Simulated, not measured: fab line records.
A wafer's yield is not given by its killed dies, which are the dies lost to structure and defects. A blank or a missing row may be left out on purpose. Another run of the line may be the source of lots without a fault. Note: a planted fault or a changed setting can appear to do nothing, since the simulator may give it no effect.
Shared-tool check | flow berkeley cmos170 | Lots sampled 12, wafers sampled 42

WHAT PROMPTED THE OPENING
At UCB170_FIELD_THK_MEAS_02 the reading FIELD_OXIDE_THK is flagged on 2 of 12 lots. No-fault wafers: 554 nm, standard deviation 11.
Rule: a lot is flagged when every wafer of it that has a number lies more than 4 standard deviations from that mean, or none has a number. The rest of the lots are taken to be sound.

lot  | measured    | on            | FIELD_OXIDE_THK (nm), wafer by wafer | flag
L292 | day 5 04:15 | film metro-01 | 574 580 575                          |
L293 | day 5 04:16 | film metro-04 | 556 551 551                          |
L294 | day 5 04:19 | film metro-01 | 577 581 578                          |
L295 | day 5 20:55 | film metro-04 | 414 402 411 414 402 410              | FLAGGED
L296 | day 5 20:55 | film metro-02 | 427 429 427 427 429 427              | FLAGGED
L306 | day 7 16:57 | film metro-04 | 541 545 545                          |
L307 | day 7 17:00 | film metro-04 | 553 553 547                          |
L311 | day 8 10:14 | film metro-01 | 542 546 542                          |
L312 | day 8 10:14 | film metro-04 | 542 545 541                          |
L313 | day 8 15:36 | film metro-04 | 569 557 554                          |
L314 | day 8 19:51 | film metro-04 | 557 557 554                          |
L315 | day 8 19:52 | film metro-02 | 552 552 548                          |
Average over the flagged lots: 418 nm; offset from the usual -136 nm, equal to -12 standard deviations.

WHICH TOOL EACH LOT WENT THROUGH
The record keeps 1 process step preceding the reading, out of 331 steps on the route. Every cell lists first the tool, next ch and the chambers used by the sampled wafers, and last the start.
lot  | flag    | UCB170_FIELD_OXIDATION_01
L292 |         | furnace-02 ch 0, day 5 01:15
L293 |         | furnace-02 ch 0, day 5 01:15
L294 |         | furnace-02 ch 0, day 5 01:15
L295 | FLAGGED | furnace-02 ch 0, day 5 17:55
L296 | FLAGGED | furnace-02 ch 0, day 5 17:55
L306 |         | furnace-04 ch 0, day 7 13:56
L307 |         | furnace-04 ch 0, day 7 13:56
L311 |         | furnace-04 ch 0, day 8 07:14
L312 |         | furnace-04 ch 0, day 8 07:14
L313 |         | furnace-01 ch 0, day 8 12:36
L314 |         | furnace-01 ch 0, day 8 16:51
L315 |         | furnace-01 ch 0, day 8 16:51
What the steps here do:
- UCB170_FIELD_OXIDATION_01: target thk 558.3 nm, ox time 7200 s.
- UCB170_FIELD_THK_MEAS_02

FLAGGED OVER TOTAL, TOOL BY TOOL (the gauges that took the reading come last)
step                      | tool          | lots run | flagged | share of the flagged lots | sound lots run after its first flagged lot
UCB170_FIELD_OXIDATION_01 | furnace-01    | 3        | 0       | none                      | -
UCB170_FIELD_OXIDATION_01 | furnace-02    | 5        | 2       | all                       | 0
UCB170_FIELD_OXIDATION_01 | furnace-04    | 4        | 0       | none                      | -
UCB170_FIELD_THK_MEAS_02  | film metro-01 | 3        | 0       | none                      | -
UCB170_FIELD_THK_MEAS_02  | film metro-02 | 2        | 1       | some                      | 1 (L315)
UCB170_FIELD_THK_MEAS_02  | film metro-04 | 7        | 1       | some                      | 5 (L306,L307,L312,L313,L314)

THE TABLE: WHAT IT ALLOWS
In the table, 1 row covers all flagged lots: furnace-02 at UCB170_FIELD_OXIDATION_01.
- furnace-02 at UCB170_FIELD_OXIDATION_01: 2 of its 5 lots flagged. Last sound lot L292 at day 5 01:15, first flagged lot L295 at day 5 17:55; a fault beginning in between fits.
Just one tool remains: furnace-02 at UCB170_FIELD_OXIDATION_01.

WHAT THE SIMULATOR HAD INSERTED
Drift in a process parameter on furnace-02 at UCB170_FIELD_OXIDATION_01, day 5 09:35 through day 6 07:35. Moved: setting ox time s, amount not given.
Lots struck among those shown: L295, L296. The rule above found the same.
